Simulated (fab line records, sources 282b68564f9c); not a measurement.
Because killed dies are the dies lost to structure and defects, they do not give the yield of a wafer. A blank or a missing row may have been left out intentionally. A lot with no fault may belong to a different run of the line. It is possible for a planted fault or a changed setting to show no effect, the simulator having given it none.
2 desks, one fault :: flow rit_cmos :: what lay behind the numbers comes last; until then each desk has only its own

TOOL OWNER'S DESK, furnace-01
The tool's own readings at RIT_GATE_OXIDATION_05 (target thk 3 nm, ox time 270 s): means of the sampled wafers that have a number, for each lot that ran on this tool. If a lot's mean is further than 4 standard deviations from the usual mean, the lot is out of limits and carries the mark OUT (the distance appears in the brackets).
Columns: A = spike_tc_centre_C at RIT_GATE_OXIDATION_05, usual 903.2 C; B = spike_tc_load_C at RIT_GATE_OXIDATION_05, usual 925.7 C; C = spike_tc_source_C at RIT_GATE_OXIDATION_05, usual 923.0 C; D = tube_center_temp_C at RIT_GATE_OXIDATION_05, usual 900.01 C; E = tube_center_temp_C_max at RIT_GATE_OXIDATION_05, usual 902.3
lot: L234
first seen here: day 3 04:03
A: 902.5
B: 923.8
C: 924.7
D: 900.03
E: 902.0

lot: L235
first seen here: day 3 10:29
A: 902.3
B: 924.3
C: 925.5
D: 899.99
E: 902.7

lot: L242
first seen here: day 4 21:22
A: 918.4 (+14) OUT
B: 938.8 (+5.5) OUT
C: 939.7 (+7.6) OUT
D: 915.04 (+99 or more) OUT
E: 917.5 (+45) OUT

lot: L243
first seen here: day 5 03:15
A: 918.6 (+14) OUT
B: 939.1 (+5.6) OUT
C: 940.8 (+8.1) OUT
D: 915.00 (+99 or more) OUT
E: 917.1 (+44) OUT
Finding of this desk: L242, L243 out of limits; the first was L242 at day 4 21:22, on spike_tc_centre_C at RIT_GATE_OXIDATION_05. In limits: L234, L235.

FROM THE METROLOGY DESK
What the gauges read for every lot (on any tool): the sampled wafers with a number, averaged. If a lot's mean is further than 4 standard deviations from the usual mean, the lot is out of limits and carries the mark OUT (the distance appears in the brackets).
Columns: A = GATE_OXIDE_THK at RIT_GATE_THK_MEAS_07, usual 3.00 nm
lot: L230
first seen here: day 2 10:07
A: 3.11

lot: L231
first seen here: day 2 15:11
A: 3.01

lot: L232
first seen here: day 2 20:42
A: 3.02

lot: L233
first seen here: day 3 01:13
A: 3.05

lot: L234
first seen here: day 3 05:23
A: 3.09

lot: L235
first seen here: day 3 11:49
A: 3.01

lot: L236
first seen here: day 3 15:38
A: 3.07

lot: L239
first seen here: day 4 06:44
A: 2.92

lot: L240
first seen here: day 4 11:35
A: 3.09

lot: L242
first seen here: day 5 00:01
A: 3.56 (+8.3) OUT

lot: L243
first seen here: day 5 06:32
A: 3.52 (+7.6) OUT

lot: L250
first seen here: day 6 17:52
A: 2.93

lot: L251
first seen here: day 6 23:11
A: 2.97

lot: L252
first seen here: day 7 00:25
A: 3.02
Per this desk, out of limits: L242, L243; the first was L242, day 5 00:01 (GATE_OXIDE_THK at RIT_GATE_THK_MEAS_07). In limits: L230, L231, L232, L233, L234, L235, L236, L239, L240, L250, L251, L252.

BROUGHT TOGETHER
The tool owner's desk had the chance to raise an alarm at day 4 21:22 on L242, L243.
L242, L243 would have let the metrology desk raise an alarm at day 5 00:01.
All the named lots went through RIT_GATE_OXIDATION_05 on furnace-01.

WHAT THE SIMULATOR HAD INSERTED
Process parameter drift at RIT_GATE_OXIDATION_05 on furnace-01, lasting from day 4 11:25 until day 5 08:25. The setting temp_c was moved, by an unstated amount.
Shown lots that were struck: L242, L243.
Time in hours from fault onset to the first out-of-limits reading at each desk: tool owner's desk 10, metrology desk 13.
